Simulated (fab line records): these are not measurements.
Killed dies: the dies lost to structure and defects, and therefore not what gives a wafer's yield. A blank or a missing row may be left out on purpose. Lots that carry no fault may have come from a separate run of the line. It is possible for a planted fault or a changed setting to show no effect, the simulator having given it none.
What tool caused it? | flow berkeley cmos170 | Sampling: 14 lots, 42 wafers, 5 of 331 route steps

## WHAT THE GAUGES READ, wafer by wafer
UCB170_WELLDRIVE_THK_MEAS_02. Usual: WELLDRIVE_OXIDE_THK gives 199 nm (standard deviation 3.9).
lot  | measured    | on            | WELLDRIVE_OXIDE_THK (nm) | flag
L634 | day 3 17:33 | film metro-03 | 197 198 202              |
L643 | day 5 12:43 | film metro-03 | 198 198 199              |
L644 | day 6 01:08 | film metro-03 | 120 121 121              | OFF
L645 | day 6 01:08 | film metro-04 | 127 124 123              | OFF
L646 | day 6 08:11 | film metro-01 | 189 187 189              |
L647 | day 6 08:12 | film metro-04 | 196 196 196              |
L648 | day 6 20:03 | film metro-04 | 198 199 197              |
L649 | day 7 02:07 | film metro-01 | 199 202 202              |
L651 | day 7 10:58 | film metro-01 | 197 198 199              |
L650 | day 7 17:13 | film metro-04 | 201 202 201              |
L653 | day 8 00:05 | film metro-01 | 204 198 202              |
L654 | day 8 00:05 | film metro-03 | 202 201 204              |
L656 | day 8 15:17 | film metro-01 | 198 196 200              |
L657 | day 8 15:11 | film metro-04 | 201 202 199              |

UCB170_ACTIVE_THK_MEAS_06. Usual: ACTIVE_NITRIDE_THK gives 219.5 nm (standard deviation 2.1).
lot  | measured    | on            | ACTIVE_NITRIDE_THK (nm) | flag
L634 | day 4 06:21 | film metro-02 | 217.1 218.7 220.0       |
L643 | day 6 07:27 | film metro-03 | 223.7 223.0 223.8       |
L644 | day 7 00:34 | film metro-01 | 220.4 219.4 222.1       |
L645 | day 7 00:34 | film metro-02 | 222.9 222.8 222.3       |
L646 | day 7 07:14 | film metro-03 | 219.9 219.8 221.3       |
L647 | day 7 07:16 | film metro-02 | 221.5 222.1 222.0       |
L648 | day 7 19:10 | film metro-03 | 218.8 217.9 217.8       |
L649 | day 7 19:10 | film metro-01 | 220.5 220.0 221.5       |
L651 | day 8 04:59 | film metro-02 | 219.1 219.5 220.9       |
L650 | day 8 13:37 | film metro-03 | 219.5 219.9 218.9       |
L653 | day 8 23:37 | film metro-01 | 218.2 218.0 219.1       |
L654 | day 8 23:37 | film metro-03 | 218.9 219.7 220.7       |
L656 | day 9 15:57 | film metro-03 | 222.1 221.3 222.2       |
L657 | day 9 15:52 | film metro-01 | 217.4 217.4 217.8       |

UCB170_GATE_THK_MEAS_02. Usual: GATE_OXIDE_THK gives 6.64 nm (standard deviation 0.12).
lot  | measured     | on            | GATE_OXIDE_THK (nm) | flag
L634 | day 6 12:35  | film metro-01 | 6.77 6.74 6.66      |
L643 | day 7 23:22  | film metro-03 | 6.57 6.50 6.57      |
L644 | day 9 10:17  | film metro-04 | 6.71 6.68 6.76      |
L645 | day 9 10:18  | film metro-01 | 6.58 6.57 6.58      |
L646 | day 9 17:11  | film metro-03 | 6.51 6.67 6.63      |
L647 | day 9 10:21  | film metro-04 | 6.58 6.53 6.65      |
L648 | day 10 04:36 | film metro-04 | 6.68 6.80 6.85      |
L649 | day 10 04:35 | film metro-03 | 6.81 6.82 6.77      |
L651 | day 10 10:04 | film metro-04 | 6.79 6.68 6.72      |
L650 | day 10 10:02 | film metro-03 | 6.66 6.55 6.64      |
L653 | day 11 03:27 | film metro-04 | 6.55 6.57 6.62      |
L654 | day 11 03:27 | film metro-03 | 6.23 6.45 6.46      |
L656 | day 11 19:08 | film metro-01 | 6.74 6.72 6.77      |
L657 | day 11 19:06 | film metro-04 | 6.60 6.73 6.64      |

UCB170_NLDD_CD_MEAS_06: target cd 1200 nm. Usual: cd nm reads 1199.6 nm (standard deviation 1.5).
lot  | measured     | on        | cd nm (nm)           | flag
L634 | day 7 01:07  | cd sem-02 | 1201.3 1201.0 1201.0 |
L643 | day 8 11:24  | cd sem-01 | 1198.2 1198.8 1198.0 |
L644 | day 10 02:31 | cd sem-01 | 1196.7 1196.5 1196.3 |
L645 | day 10 03:16 | cd sem-02 | 1201.9 1201.1 1202.7 |
L646 | day 10 04:28 | cd sem-02 | 1201.2 1200.9 1200.3 |
L647 | day 10 02:14 | cd sem-01 | 1200.4 1200.1 1200.3 |
L648 | day 10 16:05 | cd sem-01 | 1198.2 1198.1 1198.6 |
L649 | day 10 15:39 | cd sem-02 | 1199.7 1199.7 1200.1 |
L651 | day 11 02:24 | cd sem-01 | 1199.4 1200.8 1201.3 |
L650 | day 11 01:51 | cd sem-01 | 1199.4 1199.2 1201.0 |
L653 | day 11 16:40 | cd sem-01 | 1199.2 1200.6 1198.0 |
L654 | day 11 16:58 | cd sem-02 | 1198.3 1199.0 1197.9 |
L656 | day 12 06:34 | cd sem-01 | 1197.5 1198.1 1197.7 |
L657 | day 12 06:14 | cd sem-02 | 1200.4 1200.4 1200.6 |

## EACH LOT AND THE TOOL THAT RAN IT (in order: tool; ch and the chambers of the sampled wafers; start)
lot  | UCB170_WELLDRIVE_OXIDATION_01
L634 | furnace-04 ch 0, day 3 14:03
L643 | furnace-04 ch 0, day 5 09:12
L644 | furnace-04 ch 0, day 5 21:37
L645 | furnace-04 ch 0, day 5 21:37
L646 | furnace-02 ch 0, day 6 04:41
L647 | furnace-02 ch 0, day 6 04:41
L648 | furnace-02 ch 0, day 6 16:32
L649 | furnace-02 ch 0, day 6 22:37
L651 | furnace-02 ch 0, day 7 07:28
L650 | furnace-02 ch 0, day 7 13:43
L653 | furnace-01 ch 0, day 7 20:35
L654 | furnace-01 ch 0, day 7 20:35
L656 | furnace-01 ch 0, day 8 11:41
L657 | furnace-01 ch 0, day 8 11:41
- UCB170_WELLDRIVE_OXIDATION_01: target thk 199 nm, ox time 9000 s.

## WHAT THE TOOLS THEMSELVES READ (means of the sampled wafers that have a number; where no wafer has one, the mark that the record gives instead)
UCB170_WELLDRIVE_OXIDATION_01. Usual: spike tc source C 1125 C, standard deviation 4.8; zone power source pct 40.4 %, standard deviation 2.8.
lot  | tool       | spike tc source C (C) | zone power source pct (%) | flag
L634 | furnace-04 | 1128                  | 44.7                      |
L643 | furnace-04 | 1127                  | 44.4                      |
L644 | furnace-04 | 1127                  | 44.8                      |
L645 | furnace-04 | 1127                  | 44.1                      |
L646 | furnace-02 | 1122                  | 40.4                      |
L647 | furnace-02 | 1121                  | 41.0                      |
L648 | furnace-02 | 1121                  | 40.9                      |
L649 | furnace-02 | 1121                  | 40.8                      |
L651 | furnace-02 | 1122                  | 40.6                      |
L650 | furnace-02 | 1121                  | 40.8                      |
L653 | furnace-01 | 1132                  | 36.3                      |
L654 | furnace-01 | 1132                  | 36.6                      |
L656 | furnace-01 | 1131                  | 36.4                      |
L657 | furnace-01 | 1132                  | 36.0                      |

## THE ANSWER, worked out from the rows above alone
Rule: a lot counts as off when the mean over its wafers that have a number is more than 3 standard deviations away from the usual mean. Also off: a lot with no number at a reading for which 4 or more lots have one. The other lots that the step has rows for count as sound. Order of review: gauges by route order, followed by the tools' own readings, for which a lot's mean as printed above is used. At the first step where some lot is off, the reading lying furthest off is the one used; lots without a number count as furthest.
Off: L644, L645, at UCB170_WELLDRIVE_THK_MEAS_02 (WELLDRIVE_OXIDE_THK).
A tool fits if, at a process step before that reading, it ran every lot that is off, and no sound lot after the first of them. Gauges at UCB170_WELLDRIVE_THK_MEAS_02: tried the same way as those tools. One fits: UCB170_WELLDRIVE_OXIDATION_01 on furnace-04. A fault onset in the window from L643 (day 5 09:12, its last sound lot) to L644 (day 5 21:37, its first lot off) fits.

## WHAT HAD BEEN PUT IN BY THE SIMULATOR
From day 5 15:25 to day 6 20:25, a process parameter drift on furnace-04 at UCB170_WELLDRIVE_OXIDATION_01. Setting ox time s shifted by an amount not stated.
Shown lots that were struck: L644, L645. Same finding as the rule above.
